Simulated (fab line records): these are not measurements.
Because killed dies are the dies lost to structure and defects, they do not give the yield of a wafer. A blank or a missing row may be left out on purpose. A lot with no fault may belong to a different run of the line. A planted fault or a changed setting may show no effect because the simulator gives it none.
Which tool is to blame? -- flow berkeley_cmos170 -- Sampling: 7 lots, 21 wafers, 5 of 331 route steps

## WHAT THE GAUGES SHOWED, per wafer
UCB170_SDANNEAL_RS_MEAS_03: the measuring method here is four-point-probe.
lot,measured,on,NSD_RS (ohm/sq)
L878,day 8 14:12,film_metro-01,37.12 37.16 37.24
L880,day 9 05:28,film_metro-02,37.26 37.22 37.34
L881,day 9 13:50,film_metro-01,37.14 37.21 37.24
L888,day 10 20:50,film_metro-04,30.15 30.07 30.10
L893,day 11 22:47,film_metro-04,30.19 30.14 30.16
L896,day 12 06:34,film_metro-04,37.18 37.23 37.30
L898,day 13 02:20,film_metro-02,37.36 37.25 37.18

## WHAT TOOL EACH LOT RAN ON (gives the tool, then ch and the chambers of the sampled wafers, and finally the start)
lot,UCB170_ZERO_ETCH_06,UCB170_ZERO_STRIP_07,UCB170_NSD_IMPLANT_08,UCB170_NSD_STRIP_09
L878,"rie_diel-01 ch 0,3, day 2 12:09","plasma_asher-03 ch 0,1, day 2 12:11","implanter-01 ch 0, day 8 12:17","plasma_asher-01 ch 0,1, day 8 12:26"
L880,"rie_diel-01 ch 0,1,3, day 2 20:25","plasma_asher-03 ch 0,1, day 2 20:26","implanter-02 ch 0, day 9 03:17","plasma_asher-03 ch 0,1, day 9 03:26"
L881,"rie_diel-02 ch 1,3, day 3 04:31","plasma_asher-02 ch 0,1, day 3 04:32","implanter-03 ch 0, day 9 12:17","plasma_asher-03 ch 0,1, day 9 12:26"
L888,"rie_diel-04 ch 0,1,2, day 4 15:43","plasma_asher-03 ch 0,1, day 4 15:44","implanter-02 ch 0, day 10 18:52","plasma_asher-04 ch 0,1, day 10 19:20"
L893,"rie_diel-02 ch 0,2, day 5 17:55","plasma_asher-03 ch 0,1, day 5 17:56","implanter-01 ch 0, day 11 20:04","plasma_asher-03 ch 0,1, day 11 20:49"
L896,"rie_diel-01 ch 0,2,3, day 6 04:13","plasma_asher-02 ch 1, day 6 04:14","implanter-02 ch 0, day 12 02:58","plasma_asher-03 ch 0,1, day 12 03:07"
L898,"rie_diel-01 ch 1,3, day 6 18:42","plasma_asher-03 ch 0,1, day 6 18:44","implanter-03 ch 0, day 13 00:19","plasma_asher-01 ch 0,1, day 13 00:28"
- UCB170_ZERO_ETCH_06: etches SiO2 in CHF3/CF4/Ar, time 12 s.
- UCB170_ZERO_STRIP_07: strips in O2.
- UCB170_NSD_IMPLANT_08
- UCB170_NSD_STRIP_09: strips in O2.

## THE ANSWER, worked out from the rows above alone
Rule: the lots themselves supply what counts as usual. Put in order of their means at a reading, lots are off if they are a third of the lots or fewer, leave a main group of 4 or more, and stand apart from it by a gap of 3 or more times the standard deviation of the main group's means; of several such gaps the widest counts. A main group whose means are all the same, to the digits that the tables above print for the reading, isn't used. Also off: a lot with no number at a reading for which 4 or more lots have one. The other lots that the step has rows for count as sound.
Off: at UCB170_SDANNEAL_RS_MEAS_03 (NSD_RS), L888, L893. For the main group the mean is 37.23 ohm/sq and the standard deviation 0.038.
If a tool, at a process step before that reading, ran all the lots that are off and no sound lot after the first of them, it fits. The gauges at UCB170_SDANNEAL_RS_MEAS_03 are tried like those tools. Of those tried, none fits.

## WHAT WAS PUT IN BY THE SIMULATOR
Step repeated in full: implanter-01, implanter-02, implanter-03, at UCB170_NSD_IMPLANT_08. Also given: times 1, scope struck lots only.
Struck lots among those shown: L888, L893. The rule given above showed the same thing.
